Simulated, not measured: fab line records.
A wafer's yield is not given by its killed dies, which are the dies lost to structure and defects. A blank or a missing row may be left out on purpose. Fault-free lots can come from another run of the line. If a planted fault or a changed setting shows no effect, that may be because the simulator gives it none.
Which tool is to blame?	flow rit_cmos	42 wafers sampled from 14 lots at 1 step of a route of 202

## WHAT THE GAUGES READ, wafer by wafer
The record lacks any reading of a measuring or inspecting step that a usual standard deviation could be used to judge.

## WHAT TOOL EACH LOT RAN ON (gives the tool, then ch and the chambers of the sampled wafers, and finally the start)
lot	RIT_GATE_OXIDATION_05
L803	furnace-02 ch 0, day 2 08:49
L805	furnace-03 ch 0, day 2 19:39
L806	furnace-02 ch 0, day 2 22:32
L808	furnace-03 ch 0, day 3 09:03
L811	furnace-02 ch 0, day 4 00:13
L813	furnace-02, day 4 10:32
L814	furnace-01, day 4 15:13
L818	furnace-01 ch 0, day 5 11:03
L819	furnace-02 ch 0, day 5 16:22
L820	furnace-03 ch 0, day 5 23:56
L821	furnace-02 ch 0, day 6 04:10
L822	furnace-02 ch 0, day 6 07:18
L824	furnace-01 ch 0, day 6 16:53
L826	furnace-01 ch 0, day 7 04:16
- RIT_GATE_OXIDATION_05: target thk 3 nm, ox time 270 s.

## WHAT THE TOOLS THEMSELVES READ (means of the sampled wafers that have a number; where no wafer has one, the mark that the record gives instead)
RIT_GATE_OXIDATION_05.
lot	tool	ox_temp_c (C)	ox_temp_c_max	tube_center_temp_C (C)	zone_power_centre_pct (%)	zone_power_load_pct (%)
L803	furnace-02	900.1	902.6	900	39.3	26.9
L805	furnace-03	900.2	903.9	900	44.1	26.3
L806	furnace-02	900.0	902.6	900	39.4	27.0
L808	furnace-03	899.6	903.8	900	44.0	26.2
L811	furnace-02	900.4	902.8	900	38.8	26.9
L813	furnace-02	-	-	-	-	-
L814	furnace-01	-	-	-	-	-
L818	furnace-01	899.9	905.0	900	43.0	24.8
L819	furnace-02	900.1	903.0	900	39.1	26.9
L820	furnace-03	900.1	904.5	900	43.4	26.4
L821	furnace-02	899.8	902.4	900	39.1	26.8
L822	furnace-02	900.1	902.8	900	38.8	26.9
L824	furnace-01	900.2	906.2	900	43.5	24.6
L826	furnace-01	900.1	906.5	900	42.6	24.7

## THE ANSWER, worked out from the rows above alone
Rule: usual is defined by the lots themselves. The widest of any qualifying gaps counts: lots, ordered by their means at a reading, are off when they make up no more than a third of the lots, leave a main group of 4 or more, and stand apart from it by 3 or more times the standard deviation of that group's means. The tables above print the reading to a certain number of digits; a main group whose means all agree to those digits is not used. A lot without any number at a reading at which 4 lots or more have one is off too. All remaining lots with rows at the step are treated as sound. After the gauges, taken in route order, come the tools' own readings; for these a lot's mean is taken, as printed above. At the first step where some lot is off, the reading lying furthest off is the one used; lots without a number count as furthest.
Off, at RIT_GATE_OXIDATION_05 on ox_temp_c: L813, L814. Without a number there: L813, L814. The main group has a mean of 900.0 C with a standard deviation of 0.2.
A tool fits if, at that step or a process step before it, it ran every lot that is off, and no sound lot after the first of them. Of those tried, none fits.

## WHAT THE SIMULATOR HAD INSERTED
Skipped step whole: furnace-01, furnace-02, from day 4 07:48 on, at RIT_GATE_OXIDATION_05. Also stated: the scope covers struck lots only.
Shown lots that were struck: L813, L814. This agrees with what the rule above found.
